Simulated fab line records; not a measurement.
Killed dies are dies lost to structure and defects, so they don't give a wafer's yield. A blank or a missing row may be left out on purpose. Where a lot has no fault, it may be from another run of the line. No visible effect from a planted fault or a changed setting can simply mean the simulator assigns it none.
A single fault, viewed from 2 desks + flow berkeley_cmos170 + each desk holds nothing but its own numbers, with what lay behind them at the end

== METROLOGY DESK ==
Lot by lot, what the gauges showed, no matter which tool ran the lot: averages of those sampled wafers that carry a number. Marked OUT: a lot whose mean sits more than 4 standard deviations from the usual mean, which makes it out of limits; the brackets give that distance.
Columns: A = WELLDRIVE_OXIDE_THK at UCB170_WELLDRIVE_THK_MEAS_02, usual 194.7 nm
| lot  | first seen here | A                |
|------|-----------------|------------------|
| L227 | day 3 15:03     | 194.0            |
| L229 | day 3 22:48     | 194.6            |
| L228 | day 3 22:51     | 193.3            |
| L230 | day 4 05:29     | 198.6            |
| L232 | day 4 16:06     | 174.2 (-7.3) OUT |
| L240 | day 6 10:50     | 192.1            |
| L243 | day 6 15:55     | 196.7            |
| L246 | day 7 08:06     | 195.4            |
| L245 | day 7 08:07     | 192.5            |
| L247 | day 7 14:40     | 197.3            |
| L249 | day 8 05:26     | 200.2            |
| L248 | day 8 10:26     | 194.8            |
| L250 | day 8 16:13     | 195.9            |
This desk reports L232 out of limits; the earliest was L232 at day 4 16:06 (WELLDRIVE_OXIDE_THK at UCB170_WELLDRIVE_THK_MEAS_02). In limits: L227, L229, L228, L230, L240, L243, L246, L245, L247, L249, L248, L250.

== AT THE TOOL OWNER'S DESK: furnace-01 ==
The tool's own readings at UCB170_WELLDRIVE_OXIDATION_01 (target thk 199 nm, ox time 8701 s): means of the sampled wafers that have a number, for each lot that ran on this tool. Marked OUT: a lot whose mean sits more than 4 standard deviations from the usual mean, which makes it out of limits; the brackets give that distance.
Columns: A = spike_tc_load_C at UCB170_WELLDRIVE_OXIDATION_01, usual 1128.4 C; B = spike_tc_source_C at UCB170_WELLDRIVE_OXIDATION_01, usual 1125.7 C
| lot  | first seen here | A      | B      |
|------|-----------------|--------|--------|
| L228 | day 3 18:40     | 1128.1 | 1125.4 |
| L229 | day 3 18:40     | 1127.8 | 1126.2 |
| L232 | day 4 12:33     | 1127.6 | 1124.4 |
| L245 | day 7 04:36     | 1128.2 | 1124.7 |
| L246 | day 7 04:36     | 1128.3 | 1124.9 |
| L250 | day 8 12:42     | 1129.0 | 1126.0 |
This desk's finding: nothing out of limits on any of the 6 lots.

== TAKEN TOGETHER ==
On L232, the metrology desk was in a position to raise an alarm at day 4 16:06.
The tool owner's desk saw nothing out of limits.
On record at the tool owner's desk: L232, within its limits.
The lots listed all ran UCB170_WELLDRIVE_OXIDATION_01 on furnace-01.

== WHAT HAD BEEN PUT IN BY THE SIMULATOR ==
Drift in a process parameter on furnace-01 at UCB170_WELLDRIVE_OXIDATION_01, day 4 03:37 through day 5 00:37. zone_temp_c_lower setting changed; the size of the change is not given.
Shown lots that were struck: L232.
Hours from the fault's start to each desk's first reading out of limits: the metrology desk, 12.
